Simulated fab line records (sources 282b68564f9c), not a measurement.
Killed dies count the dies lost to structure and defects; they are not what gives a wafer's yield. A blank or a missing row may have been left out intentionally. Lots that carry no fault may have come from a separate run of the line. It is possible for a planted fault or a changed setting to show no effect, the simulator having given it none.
A struck lot beside a sound one	flow rit_cmos	18 out of 202 route steps
Sound: these wafers, L859.2, L859.3, L859.5. The struck wafers were L862.2, L862.3, L862.4. At the end, the cause is stated.
For every step that has rows: the tool of each side, followed by ch and its chambers, followed by its first start. Under that, the readings that differ: sound wafers	struck wafers	difference of the means	sigmas: that difference in standard deviations of wafers without a fault.
alike: readings with means less than 2 such deviations apart, plus words and numbers identical on both sides. not compared: withheld readings, readings lacking a value on some wafer, bounds such as >300 that could conceal the same value, and numbers that have no deviation in the record and whose values overlap.
A row with sigmas, a row that says differs or no value, or rows on one side alone: a step with any of these is where the two part. Numbers that have no deviation but don't overlap get no sigmas and don't part them. A reading missing from all wafers of one side parts the sides only when that side holds two or more wafers.

RIT_CONTACT_OVL_MEAS_09:
  sound on overlay-01 at day 4 21:08; struck on overlay-02 at day 5 12:04
reading	sound	struck	difference	sigmas
CONTACT_OVL (nm)	0.0 0.4 1.3	5.1 2.5 2.6	+2.8	+2
then, 1 step without rows for these wafers: RIT_CONTACT_HARDBAKE_10 (time 60 s).
RIT_CONTACT_ETCH_11: etches SiO2 in CHF3/CF4/Ar, stops on TiSi2, target depth 480 nm, time 320 s.
  sound on rie_diel-01 ch 0,1,2, day 4 21:19; struck on rie_diel-02 ch 1,2,3, day 5 12:14
reading	sound	struck	difference	sigmas
cf4_flow_sccm (sccm)	9.97 10.01 9.93	10.02 10.08 10.00	+0.06	+2
  alike: chamber_pressure_mTorr, drypump_motor_current_A, oes_product_au, throttle_valve_pct
  not compared: rf_hours_counter_h
RIT_CONTACT_STRIP_12: strips in O2, time 180 s.
  sound on plasma_asher-04 ch 0,1, day 4 21:30; struck on plasma_asher-01 ch 0,1, day 5 12:26
  alike: chamber_pressure_mTorr, drypump_motor_current_A
  not compared: rf_hours_counter_h
RIT_CONTACT_CD_MEAS_90: target cd 1000 nm.
  sound on cd_sem-02 at day 4 21:42; struck on cd_sem-01 at day 5 12:38
  alike: cd_nm
then, 2 steps without rows for these wafers: RIT_CONTACT_CLEAN_13 (cleans in SC1, time 600 s); RIT_CONTACT_CLEAN_14 (cleans in SC2, time 600 s).
RIT_M1_SPUTTER_00: material Al, target thk 400 nm, time 484.9 s.
  sound on pvd_sputter-02 at day 4 22:19; struck on pvd_sputter-03 at day 5 13:05
  alike: chamber_pressure_pa, throttle_valve_pct
RIT_M1_RS_MEAS_01: uses a four-point probe to measure.
  sound on film_metro-03 at day 4 22:38; struck on film_metro-03 at day 5 13:23
  alike: M1_AL_RS
RIT_M1_THK_MEAS_02: measures by xrf.
  sound on film_metro-03 at day 4 22:45; struck on film_metro-03 at day 5 13:30
  alike: M1_AL_THK
then, 2 steps without rows for these wafers: RIT_M1_HMDS_03 (prime time 60 s); RIT_M1_COAT_04 (resist thk 1300 nm).
RIT_M1_SOFTBAKE_05: time 60 s.
  sound on litho_track-02 ch 0, day 4 23:07; struck on litho_track-01 ch 0, day 5 13:53
reading	sound	struck	difference	sigmas
heater_power_total_W (W)	34.58 34.52 34.56	37.53 37.52 37.40	+2.93	+57
plate_temp_C (C)	90.26 90.02 89.91	95.44 95.28 95.43	+5.32	+44
model.NOVOLAK_of_M1_COAT_04.thk_nm (nm)	1297 1298 1298	1277 1281 1281	-18	
  alike: chill_plate_temp_C
then, 2 steps without rows for these wafers: RIT_M1_EXPOSE_06 (exposes mask M12, target cd 2600 nm); RIT_M1_PEB_07.
RIT_M1_DEVELOP_08: develop time 70.4 s.
  sound: litho_track-02 ch 0; struck: litho_track-02 ch 0
reading	sound	struck	difference	sigmas
model.NOVOLAK_of_M1_COAT_04.thk_nm (nm)	1296 1297 1298	1276 1281 1280	-18	
  alike: chill_plate_temp_C
RIT_M1_CD_MEAS_09: target cd 2600 nm.
  sound on cd_sem-01 at day 4 23:45; struck on cd_sem-01 at day 5 14:27
  alike: cd_nm
RIT_M1_PROBE_99:
  sound on prober-02 at day 5 02:29; struck on prober-01 at day 5 17:50
  alike: defect_limited_yield, killed_at_contacts, killed_at_front_end, killed_dies, killed_open, killed_short, sort_bin_3_pad_short, sort_bin_5_function, sort_bin_6_memory, sort_n_pass, sort_yield_pct

WHERE THEY PART
Earliest at RIT_CONTACT_OVL_MEAS_09; latest, in this record, at RIT_M1_SOFTBAKE_05. Later steps at which nothing parts them and some readings are alike: RIT_M1_DEVELOP_08, RIT_M1_CD_MEAS_09, RIT_M1_PROBE_99.

WHY: what the simulator had put in
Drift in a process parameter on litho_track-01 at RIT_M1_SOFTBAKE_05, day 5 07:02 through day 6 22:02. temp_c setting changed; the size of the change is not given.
